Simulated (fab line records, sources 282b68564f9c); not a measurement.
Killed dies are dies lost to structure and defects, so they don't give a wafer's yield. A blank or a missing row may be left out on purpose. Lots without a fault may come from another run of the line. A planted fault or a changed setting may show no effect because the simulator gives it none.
Which tool did it? | flow rit_cmos | 7 lots, 21 wafers sampled, at 2 steps of a route of 202

WHAT THE GAUGES READ, wafer by wafer
RIT_NSD_TW_MEAS_10.
lot  | measured    | on            | NSD_TW
L355 | day 3 08:44 | film_metro-01 | 3109 3094 3092
L358 | day 4 01:32 | film_metro-01 | 3128 3126 3118
L360 | day 4 11:55 | film_metro-02 | 3140 3127 3121
L362 | day 4 21:23 | film_metro-04 | 3109 3087 3095
L365 | day 5 09:40 | film_metro-01 | 3119 3119 3109
L375 | day 7 11:20 | film_metro-04 | 3170 3186 3163
L377 | day 7 21:10 | film_metro-02 | 3164 3149 3159

WHICH TOOL RAN EACH LOT (tool, then ch and the chambers of the sampled wafers, then the start)
lot  | RIT_NSD_IMPLANT_08
L355 | implanter-03 ch 0, day 3 08:25
L358 | implanter-02 ch 0, day 4 01:13
L360 | implanter-01 ch 0, day 4 11:35
L362 | implanter-01 ch 0, day 4 21:04
L365 | implanter-03 ch 0, day 5 09:20
L375 | implanter-02 ch 0, day 7 11:01
L377 | implanter-03 ch 0, day 7 20:51
- RIT_NSD_IMPLANT_08

THE ANSWER, worked out from the rows above alone
Rule: what is usual is taken from the lots themselves. Put in order of their means at a reading, lots are off if they are a third of the lots or fewer, leave a main group of 4 or more, and stand apart from it by a gap of 3 or more times the standard deviation of the main group's means; of several such gaps the widest counts. A main group whose means are all the same, to the digits that the tables above print for the reading, isn't used. A lot without any number at a reading at which 4 lots or more have one is off too. The other lots that the step has rows for count as sound.
No lot is off at any reading shown: from this, nothing can be told.

WHAT THE SIMULATOR HAD PUT IN
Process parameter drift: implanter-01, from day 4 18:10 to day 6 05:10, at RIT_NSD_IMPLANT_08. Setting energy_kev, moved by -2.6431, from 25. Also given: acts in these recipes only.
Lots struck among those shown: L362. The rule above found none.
